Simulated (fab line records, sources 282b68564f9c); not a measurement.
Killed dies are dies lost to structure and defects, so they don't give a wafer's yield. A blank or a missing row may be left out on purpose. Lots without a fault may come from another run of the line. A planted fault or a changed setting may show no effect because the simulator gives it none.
A struck lot beside a sound one | flow rit_cmos | 20 steps out of a route of 202
Sound: wafers L593.3, L593.4, L593.5. Struck: wafers L599.2, L599.3, L599.6. The cause comes at the end.
At each step with rows: each side's tool, then ch and its chambers, then its first start. Under that, the readings that differ: sound wafers | struck wafers | difference of the means | sigmas: that difference in standard deviations of wafers without a fault.
alike: readings whose means differ by less than 2 such deviations, and words and numbers that are the same on both sides. not compared: withheld readings, readings that some wafer has no value for, bounds like >300 that may hide the same value, and numbers for which the record gives no deviation and whose values overlap.
The two part at a step that has a row with sigmas, a row that says differs or no value, or rows on one side only. Numbers that don't overlap but have no deviation are shown without sigmas and don't part them. A reading that every wafer of one side lacks parts them only if that side has two wafers or more.

first, 4 steps without rows for these wafers: RIT_ACTIVE_SOFTBAKE_07 (time 60 s); RIT_ACTIVE_EXPOSE_08 (exposes mask M1, target cd 1400 nm); RIT_ACTIVE_PEB_09; RIT_ACTIVE_DEVELOP_10 (develop time 50 s).
RIT_ACTIVE_CD_MEAS_11: target cd 1400 nm.
  sound on cd_sem-02, day 2 11:10; struck on cd_sem-02, day 3 17:52
  alike: cd_nm
then, 1 step without rows for these wafers: RIT_ACTIVE_HARDBAKE_12 (time 60 s).
RIT_ACTIVE_ETCH_13: etches Si3N4 in SF6, stops on SiO2, time 210 s, target depth 210 nm.
  sound on rie_diel-03 ch 0,2,3, day 2 11:23; struck on rie_diel-03 ch 0,2, day 3 18:07
  alike: drypump_motor_current_A, oes_product_au, throttle_valve_pct
  not compared: rf_hours_counter_h
RIT_ACTIVE_STRIP_14: strips in O2, time 180 s.
  sound on plasma_asher-01 ch 0,1, day 2 11:35; struck on plasma_asher-04 ch 0, day 3 18:15
  alike: drypump_motor_current_A
  not compared: rf_hours_counter_h
RIT_ACTIVE_CD_MEAS_90: target cd 1400 nm.
  sound on cd_sem-01, day 2 11:44; struck on cd_sem-01, day 3 18:26
  alike: cd_nm
then, 3 steps without rows for these wafers: RIT_ACTIVE_CLEAN_15 (cleans in SC1, time 600 s); RIT_ACTIVE_CLEAN_16 (cleans in dHF, time 30 s); RIT_ACTIVE_CLEAN_17 (cleans in SC2, time 600 s).
RIT_FOX1_OXIDATION_00: target thk 350.7 nm, ox time 1130 s.
  sound on furnace-03 ch 0, day 2 12:13; struck on furnace-01 ch 0, day 3 19:21
  reading                                     | sound             | struck            | difference | sigmas
  ox_time_s (s)                               | 1130 1130 1130    | 565 565 565       | -565       |
  model.SiO2_of_FOX1_OXIDATION_00.thk_nm (nm) | 364.5 371.9 370.6 | 227.3 242.7 232.7 | -134.8     |
  model.Si3N4_of_ACTIVE_CVD_03.thk_nm (nm)    | 142.3 141.9 142.2 | 144.8 146 145.7   | +3.4       |
  alike: ox_temp_c_max, spike_tc_source_C, tube_center_temp_C_max
RIT_FOX1_THK_MEAS_01:
  sound on film_metro-01, day 2 13:34; struck on film_metro-01, day 3 20:40
  reading             | sound       | struck      | difference | sigmas
  FOX1_OXIDE_THK (nm) | 365 372 370 | 227 243 233 | -135       | -18
then, 2 steps without rows for these wafers: RIT_FOX1_WET_ETCH_02 (etches SiO2 in BOE, target depth 350 nm, time 390 s); RIT_FOX2_OXIDATION_00 (target thk 350.7 nm, ox time 1130 s).
RIT_FOX2_THK_MEAS_01:
  sound on film_metro-01, day 2 15:04; struck on film_metro-01, day 3 22:20
  alike: FOX2_OXIDE_THK
RIT_FOX2_CLEAN_02: cleans in dHF, time 180 s.
  sound on wet_bench-03 ch 0, day 2 15:06; struck on wet_bench-04 ch 2, day 3 22:23
  reading                                  | sound           | struck            | difference | sigmas
  model.Si3N4_of_ACTIVE_CVD_03.thk_nm (nm) | 130.5 130 130.3 | 132.9 134.2 133.8 | +3.4       |
then, 1 step without rows for these wafers: RIT_FOX2_WET_ETCH_03 (etches Si3N4 in H3PO4, target depth 195 nm, time 2700 s).
RIT_M1_PROBE_99:
  sound on prober-01, day 4 06:12; struck on prober-02, day 5 14:28
  reading                             | sound                | struck               | difference | sigmas
  model.etest.pplus_sal.width_nm (nm) | 3421 3424 3395       | 3575 3563 3603       | +167       |
  model.etest.nplus_sal.width_nm (nm) | 3430 3426 3396       | 3584 3577 3586       | +165       |
  model.etest.pldd.width_nm (nm)      | 3167 3152 3151       | 3286 3274 3277       | +122       |
  model.etest.nldd.width_nm (nm)      | 3149 3162 3145       | 3262 3291 3272       | +123       |
  model.etest.nmos_narrow.drive_ua_um | 221.3 226.4 218.6    | 244.8 242.2 243.8    | +21.5      |
  model.etest.pmos_narrow.drive_ua_um | 100.4 103.7 99.34    | 113.1 113.5 112      | +11.7      |
  model.etest.field_p_metal.vt_v (V)  | -28.68 -28.57 -28.75 | -29.37 -29.42 -29.9  | -0.90      |
  model.etest.field_p.vt_v (V)        | -12.72 -12.59 -12.75 | -12.95 -12.78 -12.91 | -0.19      |
  alike: killed_at_front_end, killed_dies, killed_on_rim, killed_open, killed_short

WHERE THEY PART
Only at RIT_FOX1_THK_MEAS_01, within this record. Later steps at which nothing parts them and some readings are alike: RIT_FOX2_THK_MEAS_01, RIT_M1_PROBE_99.

WHY: what the simulator had put in
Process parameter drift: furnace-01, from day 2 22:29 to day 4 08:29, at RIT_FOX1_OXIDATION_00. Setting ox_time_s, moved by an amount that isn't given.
